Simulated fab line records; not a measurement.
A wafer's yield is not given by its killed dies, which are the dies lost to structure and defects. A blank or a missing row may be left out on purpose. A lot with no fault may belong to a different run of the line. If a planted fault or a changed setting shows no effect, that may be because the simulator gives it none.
Split-lot study -- flow ritCmos -- on a route of 202 steps: 5 lots, 23 wafers read

SPLIT DETAILS
At RIT_SDANNEAL_RTA_03 (time 5 s), the setting timeS was moved away from the recipe's 5 s on 6 of the 23 wafers read, by -12.6% to -8.0%. This setting was run at the recipe's value on the other wafers.

There is no step in the file separating the split from the reading.

THE READING
PSD_RS, in ohm/sq, at RIT_SDANNEAL_RS_MEAS_04 (measures by four-point-probe). Fault-free wafers of this fab line usually give 115.87 ohm/sq, standard deviation 0.25 ohm/sq.

wafer,"tool, chamber at the split","timeS as run, s",against the recipe,"PSD_RS, ohm/sq",against lot-mates on the recipe
L076.1,"rtpAnneal-01, 0",5,recipe,116.12,-
L076.3,"rtpAnneal-01, 0",5,recipe,116.14,-
L076.4,"rtpAnneal-01, 0",5,recipe,116.03,-
L076.5,"rtpAnneal-01, 0",5,recipe,116.04,-
L076.6,"rtpAnneal-01, 0",5,recipe,116.14,-
L078.1,"rtpAnneal-01, 0",4.372,-12.6%,117.27,+1.74
L078.2,"rtpAnneal-01, 0",5,recipe,115.62,-
L078.3,"rtpAnneal-01, 0",4.372,-12.6%,117.62,+2.09
L078.5,"rtpAnneal-01, 0",4.372,-12.6%,117.34,+1.81
L078.6,"rtpAnneal-01, 0",5,recipe,115.43,-
L079.1,"rtpAnneal-02, 0",4.602,-8.0%,116.82,+0.93
L079.2,"rtpAnneal-02, 0",4.602,-8.0%,116.58,+0.69
L079.3,"rtpAnneal-02, 0",4.602,-8.0%,116.80,+0.91
L079.4,"rtpAnneal-02, 0",5,recipe,115.94,-
L079.5,"rtpAnneal-02, 0",5,recipe,115.84,-
L082.3,"rtpAnneal-01, 0",5,recipe,115.84,-
L082.5,"rtpAnneal-01, 0",5,recipe,115.99,-
L082.6,"rtpAnneal-01, 0",5,recipe,115.66,-
L084.2,"rtpAnneal-01, 0",5,recipe,116.21,-
L084.3,"rtpAnneal-01, 0",5,recipe,115.64,-
L084.4,"rtpAnneal-01, 0",5,recipe,115.87,-
L084.5,"rtpAnneal-01, 0",5,recipe,115.48,-
L084.6,"rtpAnneal-01, 0",5,recipe,115.57,-

THE FIT
A straight line over all 23 wafers: PSD_RS changes by -0.12 ohm/sq for each +1% of timeS; r = -0.93; the points scatter about the line by 0.23 ohm/sq.
The same after taking each lot's own level away (the mean of its wafers on the recipe; 23 wafers): -0.139 ohm/sq for each +1%; r = -0.96; scatter 0.19 ohm/sq.
On that fit, the largest move of timeS shifts the reading by 1.7 ohm/sq.
The span of the lots' own levels, 115.525 to 116.094 ohm/sq, comes to 2.3 times the standard deviation stated above.
In other words, the slope is changed by the lot-to-lot level; the two fits disagree.
Check: +1.72 ohm/sq against its lot-mates is what the line predicts for one of the wafers moved furthest among these (-12.6%) when that wafer is left out of the fit. Against them it came out at +1.74 ohm/sq.

FURTHER SPLITS ON THESE WAFERS
These wafers also went through other splits before the reading. Each is held against what the fit with the lots' levels taken away leaves over:
other split on the same wafers,wafers away from the commonest value,r with PSD_RS (lot level and that fit taken away)
RIT_NSD_COAT_01 spinRpm,9,+0.05
RIT_NSD_IMPLANT_08 doseCm2,10,-0.30

THE FILE'S OWN FIT
PSD_RS changes by -0.138 ohm/sq for each +1% of timeS, r = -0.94.
